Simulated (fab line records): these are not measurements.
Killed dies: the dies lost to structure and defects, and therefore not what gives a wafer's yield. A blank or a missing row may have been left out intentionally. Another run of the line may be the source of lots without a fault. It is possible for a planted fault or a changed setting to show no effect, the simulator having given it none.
A struck lot beside a sound one	flow berkeley-cmos170	14 out of 331 route steps
Sound: wafers L893.2, L893.4, L893.5. Struck: wafers L907.2, L907.4, L907.6. The cause is given at the end.
For every step that has rows: the tool of each side, followed by ch and its chambers, followed by its first start. Under that, the readings that differ: sound wafers	struck wafers	difference of the means	sigmas: that difference in standard deviations of wafers without a fault.
alike: words and numbers the same on both sides, and readings whose means are apart by under 2 such deviations; not compared: readings that were withheld, readings missing a value for some wafer, numbers with overlapping values and no deviation given by the record, and bounds like >300 which may hide the same value.
The two part at a step that has a row with sigmas, a row that says differs or no value, or rows on one side only. Non-overlapping numbers with no deviation appear without sigmas and do not part them. A reading that every wafer of one side lacks parts them only if that side has two wafers or more.

first, 2 steps without rows for these wafers: UCB170_M3_COAT_05 (resist thk 900 nm); UCB170_M3_SOFTBAKE_06 (time 60 s).
UCB170_M3_STRIP_07: strips in O2.
  sound on plasma-asher-04 ch 0,1, day 9 22:25; struck on plasma-asher-01 ch 0,1, day 12 13:11
  alike: drypump-motor-current-A, oes-product-au, strip-time-to-endpoint-s
  not compared: rf-hours-counter-h
then, 7 steps without rows for these wafers: UCB170_M3_STRIP_08 (strips KrF in DMSO, time 600 s); UCB170_M3_COAT_09; UCB170_M3_COAT_10 (resist thk 900 nm); UCB170_M3_SOFTBAKE_11 (time 60 s); UCB170_M3_EXPOSE_12 (exposes mask METAL3, target cd 700 nm); UCB170_M3_PEB_13; UCB170_M3_DEVELOP_14 (develop time 45 s).
UCB170_M3_CD_MEAS_15: the cd target is 700 nm.
  struck on cd-sem-01, day 12 15:04; sound on cd-sem-01, day 10 01:20
  alike: cd-nm
UCB170_M3_OVL_MEAS_16:
  struck on overlay-01, day 12 15:10; sound on overlay-01, day 10 01:26
  alike: M3_OVL
UCB170_M3_ETCH_17: etches BARC in N2/H2.
  sound on rie-diel-02 ch 1,2,3, day 10 01:28; struck on rie-diel-01 ch 1,2, day 12 15:12
reading	sound	struck	difference	sigmas
oes-product-au (a.u.)	0.990 0.975 1.022	0.821 0.790 0.824	-0.184	-8
  alike: drypump-motor-current-A, throttle-valve-pct
UCB170_M3_METAL_ETCH_18: etches Al in Cl2/BCl3, stops on SiO2, target depth 1170 nm, time 195 s.
  sound on rie-metal-01 ch 0,1, day 10 01:31; struck on rie-metal-02 ch 0,1, day 12 15:14
  alike: drypump-motor-current-A, oes-product-au, throttle-valve-pct
  not compared: rf-hours-counter-h

WHERE THEY PART
At UCB170_M3_ETCH_17 and nowhere else, as far as this record goes. Later steps at which nothing parts them and some readings are alike: UCB170_M3_METAL_ETCH_18.

WHY: what the simulator had put in
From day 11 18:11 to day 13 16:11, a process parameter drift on rie-diel-01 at UCB170_M3_ETCH_17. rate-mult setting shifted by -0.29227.
